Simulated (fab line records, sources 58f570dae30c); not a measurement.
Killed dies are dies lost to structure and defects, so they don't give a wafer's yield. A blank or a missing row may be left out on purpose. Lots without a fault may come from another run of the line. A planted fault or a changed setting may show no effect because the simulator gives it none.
Which tool did it? | flow berkeley_cmos170 | 7 lots, 21 wafers sampled, at 1 step of a route of 331

WHAT THE GAUGES READ, wafer by wafer
UCB170_SDANNEAL_RS_MEAS_02: measures by four-point-probe.
lot  | measured     | on            | PSD_RS (ohm/sq)
L126 | day 7 07:49  | film_metro-03 | 75.84 76.02 75.90
L122 | day 7 08:38  | film_metro-03 | 75.34 75.40 76.02
L125 | day 7 10:07  | film_metro-02 | 75.77 75.41 75.59
L127 | day 7 16:24  | film_metro-04 | 75.65 75.47 75.70
L130 | day 8 08:38  | film_metro-04 | 75.43 75.35 75.57
L140 | day 10 21:23 | film_metro-03 | 75.30 75.52 75.60
L142 | day 11 05:53 | film_metro-03 | 75.12 74.96 75.17

WHICH TOOL RAN EACH LOT (tool, then ch and the chambers of the sampled wafers, then the start)
The record holds no process step before these readings.

THE ANSWER, worked out from the rows above alone
Rule: what is usual is taken from the lots themselves. Put in order of their means at a reading, lots are off if they are a third of the lots or fewer, leave a main group of 4 or more, and stand apart from it by a gap of 3 or more times the standard deviation of the main group's means; of several such gaps the widest counts. A main group whose means are all the same, to the digits that the tables above print for the reading, isn't used. A lot without any number at a reading at which 4 lots or more have one is off too. The other lots that the step has rows for count as sound.
No lot is off at any reading shown: from this, nothing can be told.

WHAT THE SIMULATOR HAD PUT IN
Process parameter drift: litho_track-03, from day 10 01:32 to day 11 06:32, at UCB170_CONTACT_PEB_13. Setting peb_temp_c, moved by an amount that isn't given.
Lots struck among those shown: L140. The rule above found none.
